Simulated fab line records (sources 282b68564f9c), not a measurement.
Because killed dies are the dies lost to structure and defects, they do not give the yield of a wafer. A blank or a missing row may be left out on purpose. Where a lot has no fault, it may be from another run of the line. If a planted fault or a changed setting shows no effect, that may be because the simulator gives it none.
The tool behind it: which one? || flow ritCmos || 14 lots with 42 wafers sampled at 4 steps, on a route of 202 steps

## WHAT THE GAUGES SHOWED, per wafer
RIT_ACTIVE_BOW_MEAS_00. Usual: INCOMING_BOW 0 um, standard deviation 5.7.
{"lot": "L264", "measured": "day 1 10:00", "on": "filmMetro-01", "INCOMING_BOW (um)": "9 0 -1", "flag": ""}
{"lot": "L265", "measured": "day 1 15:00", "on": "filmMetro-01", "INCOMING_BOW (um)": "-2 -6 1", "flag": ""}
{"lot": "L266", "measured": "day 1 20:01", "on": "filmMetro-02", "INCOMING_BOW (um)": "-5 3 -8", "flag": ""}
{"lot": "L267", "measured": "day 2 01:00", "on": "filmMetro-01", "INCOMING_BOW (um)": "-8 -1 -5", "flag": ""}
{"lot": "L268", "measured": "day 2 06:00", "on": "filmMetro-01", "INCOMING_BOW (um)": "-1 -12 0", "flag": ""}
{"lot": "L271", "measured": "day 2 21:02", "on": "filmMetro-04", "INCOMING_BOW (um)": "-2 -7 6", "flag": ""}
{"lot": "L277", "measured": "day 4 03:01", "on": "filmMetro-01", "INCOMING_BOW (um)": "4 5 -1", "flag": ""}
{"lot": "L278", "measured": "day 4 08:00", "on": "filmMetro-02", "INCOMING_BOW (um)": "6 5 1", "flag": ""}
{"lot": "L279", "measured": "day 4 13:00", "on": "filmMetro-04", "INCOMING_BOW (um)": "-1 0 -7", "flag": ""}
{"lot": "L280", "measured": "day 4 18:00", "on": "filmMetro-02", "INCOMING_BOW (um)": "-5 -4 -13", "flag": ""}
{"lot": "L281", "measured": "day 4 23:00", "on": "filmMetro-04", "INCOMING_BOW (um)": "-5 -4 -9", "flag": ""}
{"lot": "L285", "measured": "day 5 19:00", "on": "filmMetro-02", "INCOMING_BOW (um)": "-5 -8 -6", "flag": ""}
{"lot": "L286", "measured": "day 6 00:00", "on": "filmMetro-04", "INCOMING_BOW (um)": "6 5 -7", "flag": ""}
{"lot": "L287", "measured": "day 6 05:01", "on": "filmMetro-02", "INCOMING_BOW (um)": "4 -1 -8", "flag": ""}

RIT_NLDD_TW_MEAS_10. Usual: NLDD_TW 2463, standard deviation 41.
{"lot": "L264", "measured": "day 2 19:14", "on": "filmMetro-01", "NLDD_TW": "2421 2430 2425", "flag": ""}
{"lot": "L265", "measured": "day 3 00:22", "on": "filmMetro-01", "NLDD_TW": "2398 2426 2414", "flag": ""}
{"lot": "L266", "measured": "day 3 04:46", "on": "filmMetro-04", "NLDD_TW": "2500 2489 2501", "flag": ""}
{"lot": "L267", "measured": "day 3 13:16", "on": "filmMetro-02", "NLDD_TW": "2499 2508 2496", "flag": ""}
{"lot": "L268", "measured": "day 3 15:02", "on": "filmMetro-02", "NLDD_TW": "2503 2492 2498", "flag": ""}
{"lot": "L271", "measured": "day 4 04:23", "on": "filmMetro-02", "NLDD_TW": "2498 2504 2493", "flag": ""}
{"lot": "L277", "measured": "day 5 11:47", "on": "filmMetro-04", "NLDD_TW": "1552 1564 1568", "flag": "OFF"}
{"lot": "L278", "measured": "day 5 16:02", "on": "filmMetro-02", "NLDD_TW": "1548 1558 1551", "flag": "OFF"}
{"lot": "L279", "measured": "day 5 20:20", "on": "filmMetro-01", "NLDD_TW": "2413 2404 2419", "flag": ""}
{"lot": "L280", "measured": "day 6 00:57", "on": "filmMetro-01", "NLDD_TW": "2433 2423 2434", "flag": ""}
{"lot": "L281", "measured": "day 6 07:01", "on": "filmMetro-02", "NLDD_TW": "2507 2506 2510", "flag": ""}
{"lot": "L285", "measured": "day 7 03:25", "on": "filmMetro-04", "NLDD_TW": "2501 2501 2495", "flag": ""}
{"lot": "L286", "measured": "day 7 07:04", "on": "filmMetro-02", "NLDD_TW": "2515 2524 2516", "flag": ""}
{"lot": "L287", "measured": "day 7 14:37", "on": "filmMetro-01", "NLDD_TW": "2431 2429 2431", "flag": ""}

RIT_SDANNEAL_RS_MEAS_07: measures by four-point-probe. Usual: NLDD_RS 151.8 ohm/sq, standard deviation 0.59.
{"lot": "L264", "measured": "day 3 03:19", "on": "filmMetro-02", "NLDD_RS (ohm/sq)": "151.4 151.4 151.9", "flag": ""}
{"lot": "L265", "measured": "day 3 08:10", "on": "filmMetro-02", "NLDD_RS (ohm/sq)": "151.8 151.3 152.2", "flag": ""}
{"lot": "L266", "measured": "day 3 13:05", "on": "filmMetro-01", "NLDD_RS (ohm/sq)": "151.6 152.4 152.5", "flag": ""}
{"lot": "L267", "measured": "day 3 21:10", "on": "filmMetro-01", "NLDD_RS (ohm/sq)": "151.9 151.7 151.7", "flag": ""}
{"lot": "L268", "measured": "day 3 23:10", "on": "filmMetro-04", "NLDD_RS (ohm/sq)": "152.1 152.8 152.0", "flag": ""}
{"lot": "L271", "measured": "day 4 12:19", "on": "filmMetro-04", "NLDD_RS (ohm/sq)": "152.8 152.6 152.6", "flag": ""}
{"lot": "L277", "measured": "day 5 20:47", "on": "filmMetro-04", "NLDD_RS (ohm/sq)": "518.8 515.7 518.0", "flag": "OFF"}
{"lot": "L278", "measured": "day 6 00:03", "on": "filmMetro-01", "NLDD_RS (ohm/sq)": "520.5 516.4 519.2", "flag": "OFF"}
{"lot": "L279", "measured": "day 6 04:23", "on": "filmMetro-02", "NLDD_RS (ohm/sq)": "150.9 151.5 151.3", "flag": ""}
{"lot": "L280", "measured": "day 6 09:03", "on": "filmMetro-04", "NLDD_RS (ohm/sq)": "151.7 152.0 152.1", "flag": ""}
{"lot": "L281", "measured": "day 6 14:53", "on": "filmMetro-01", "NLDD_RS (ohm/sq)": "152.9 151.8 152.7", "flag": ""}
{"lot": "L285", "measured": "day 7 11:16", "on": "filmMetro-04", "NLDD_RS (ohm/sq)": "151.7 152.3 152.2", "flag": ""}
{"lot": "L286", "measured": "day 7 14:53", "on": "filmMetro-02", "NLDD_RS (ohm/sq)": "150.6 150.8 150.6", "flag": ""}
{"lot": "L287", "measured": "day 7 22:38", "on": "filmMetro-02", "NLDD_RS (ohm/sq)": "151.4 151.6 151.4", "flag": ""}

## EACH LOT AND THE TOOL THAT RAN IT (in order: tool; ch and the chambers of the sampled wafers; start)
{"lot": "L264", "RIT_NLDD_IMPLANT_08": "implanter-02 ch 0, day 2 18:54"}
{"lot": "L265", "RIT_NLDD_IMPLANT_08": "implanter-03 ch 0, day 3 00:03"}
{"lot": "L266", "RIT_NLDD_IMPLANT_08": "implanter-03 ch 0, day 3 04:27"}
{"lot": "L267", "RIT_NLDD_IMPLANT_08": "implanter-02 ch 0, day 3 12:56"}
{"lot": "L268", "RIT_NLDD_IMPLANT_08": "implanter-02 ch 0, day 3 14:42"}
{"lot": "L271", "RIT_NLDD_IMPLANT_08": "implanter-01 ch 0, day 4 04:05"}
{"lot": "L277", "RIT_NLDD_IMPLANT_08": "implanter-02 ch 0, day 5 11:29"}
{"lot": "L278", "RIT_NLDD_IMPLANT_08": "implanter-02 ch 0, day 5 15:42"}
{"lot": "L279", "RIT_NLDD_IMPLANT_08": "implanter-01 ch 0, day 5 20:01"}
{"lot": "L280", "RIT_NLDD_IMPLANT_08": "implanter-01 ch 0, day 6 00:37"}
{"lot": "L281", "RIT_NLDD_IMPLANT_08": "implanter-03 ch 0, day 6 06:41"}
{"lot": "L285", "RIT_NLDD_IMPLANT_08": "implanter-03 ch 0, day 7 03:05"}
{"lot": "L286", "RIT_NLDD_IMPLANT_08": "implanter-01 ch 0, day 7 06:44"}
{"lot": "L287", "RIT_NLDD_IMPLANT_08": "implanter-01 ch 0, day 7 14:16"}
- RIT_NLDD_IMPLANT_08

## AS READ BY THE TOOLS THEMSELVES (means over the sampled wafers that have a number; for cases with no such wafer, the mark the record gives instead)
RIT_NLDD_IMPLANT_08. Usual: beamOnS 10.01 s, standard deviation 0.19; doseIonsCm2 4.999e+14, standard deviation 4.8e+11; endStationPressureTorr 6.3e-06 Torr, standard deviation 3.3e-07; faradayCurrentUA 1571, standard deviation 30.
{"lot": "L264", "tool": "implanter-02", "beamOnS (s)": 9.91, "doseIonsCm2": 4.996e+14, "endStationPressureTorr (Torr)": 6.2e-06, "faradayCurrentUA": 1587, "flag": ""}
{"lot": "L265", "tool": "implanter-03", "beamOnS (s)": 9.93, "doseIonsCm2": 5.008e+14, "endStationPressureTorr (Torr)": 6.2e-06, "faradayCurrentUA": 1580, "flag": ""}
{"lot": "L266", "tool": "implanter-03", "beamOnS (s)": 9.94, "doseIonsCm2": 4.996e+14, "endStationPressureTorr (Torr)": 6.5e-06, "faradayCurrentUA": 1579, "flag": ""}
{"lot": "L267", "tool": "implanter-02", "beamOnS (s)": 10.01, "doseIonsCm2": 5.003e+14, "endStationPressureTorr (Torr)": 6.6e-06, "faradayCurrentUA": 1568, "flag": ""}
{"lot": "L268", "tool": "implanter-02", "beamOnS (s)": 9.70, "doseIonsCm2": 5.000e+14, "endStationPressureTorr (Torr)": 6.2e-06, "faradayCurrentUA": 1621, "flag": ""}
{"lot": "L271", "tool": "implanter-01", "beamOnS (s)": 10.18, "doseIonsCm2": 4.995e+14, "endStationPressureTorr (Torr)": 6.0e-06, "faradayCurrentUA": 1547, "flag": ""}
{"lot": "L277", "tool": "implanter-02", "beamOnS (s)": 9.94, "doseIonsCm2": 9.963e+13, "endStationPressureTorr (Torr)": 5.2e-06, "faradayCurrentUA": 317, "flag": "OFF"}
{"lot": "L278", "tool": "implanter-02", "beamOnS (s)": 9.87, "doseIonsCm2": 9.947e+13, "endStationPressureTorr (Torr)": 5.2e-06, "faradayCurrentUA": 318, "flag": "OFF"}
{"lot": "L279", "tool": "implanter-01", "beamOnS (s)": 10.07, "doseIonsCm2": 4.995e+14, "endStationPressureTorr (Torr)": 6.0e-06, "faradayCurrentUA": 1562, "flag": ""}
{"lot": "L280", "tool": "implanter-01", "beamOnS (s)": 10.12, "doseIonsCm2": 4.993e+14, "endStationPressureTorr (Torr)": 6.4e-06, "faradayCurrentUA": 1559, "flag": ""}
{"lot": "L281", "tool": "implanter-03", "beamOnS (s)": 10.12, "doseIonsCm2": 4.993e+14, "endStationPressureTorr (Torr)": 5.9e-06, "faradayCurrentUA": 1551, "flag": ""}
{"lot": "L285", "tool": "implanter-03", "beamOnS (s)": 10.00, "doseIonsCm2": 5.002e+14, "endStationPressureTorr (Torr)": 6.2e-06, "faradayCurrentUA": 1573, "flag": ""}
{"lot": "L286", "tool": "implanter-01", "beamOnS (s)": 9.99, "doseIonsCm2": 4.999e+14, "endStationPressureTorr (Torr)": 6.1e-06, "faradayCurrentUA": 1571, "flag": ""}
{"lot": "L287", "tool": "implanter-01", "beamOnS (s)": 9.92, "doseIonsCm2": 5.005e+14, "endStationPressureTorr (Torr)": 6.1e-06, "faradayCurrentUA": 1583, "flag": ""}

## THE ANSWER, worked out from the rows above alone
Rule: take the mean of a lot's wafers that have a number; if it is more than 3 standard deviations from the usual mean, the lot is off. Also off: a lot with no number at a reading for which 4 or more lots have one. Where the step has rows for the other lots, those lots are counted as sound. After the gauges, taken in route order, come the tools' own readings; for these a lot's mean is taken, as printed above. The first step at which some lot is off is used, and at that step the reading that is off furthest; a lot without a number counts as furthest.
Off: at RIT_NLDD_TW_MEAS_10 (NLDD_TW), L277, L278.
If a tool, at a process step before that reading, ran all the lots that are off and no sound lot after the first of them, it fits. The gauges at RIT_NLDD_TW_MEAS_10 aren't tried: what is off there is off at RIT_NLDD_IMPLANT_08 too, on other tools, and a gauge's error can't cause that. One fits: RIT_NLDD_IMPLANT_08 on implanter-02. A fault onset in the window from L268 (day 3 14:42, its last sound lot) to L277 (day 5 11:29, its first lot off) fits.
The tool's own readings at RIT_NLDD_IMPLANT_08 bear it out: on the lots that are off they differ by more than 5 times the standard deviation of the sound lots' means. doseIonsCm2 reads 9.955e+13 there against 4.999e+14 on the sound lots; endStationPressureTorr reads 5.2e-06 Torr there against 6.2e-06 Torr on the sound lots; faradayCurrentUA reads 318 there against 1573 on the sound lots.

## WHAT HAD BEEN PUT IN BY THE SIMULATOR
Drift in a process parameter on implanter-02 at RIT_NLDD_IMPLANT_08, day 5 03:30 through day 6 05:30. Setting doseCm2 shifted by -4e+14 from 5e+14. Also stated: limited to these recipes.
Lots struck among those shown: L277, L278. Same finding as the rule above.
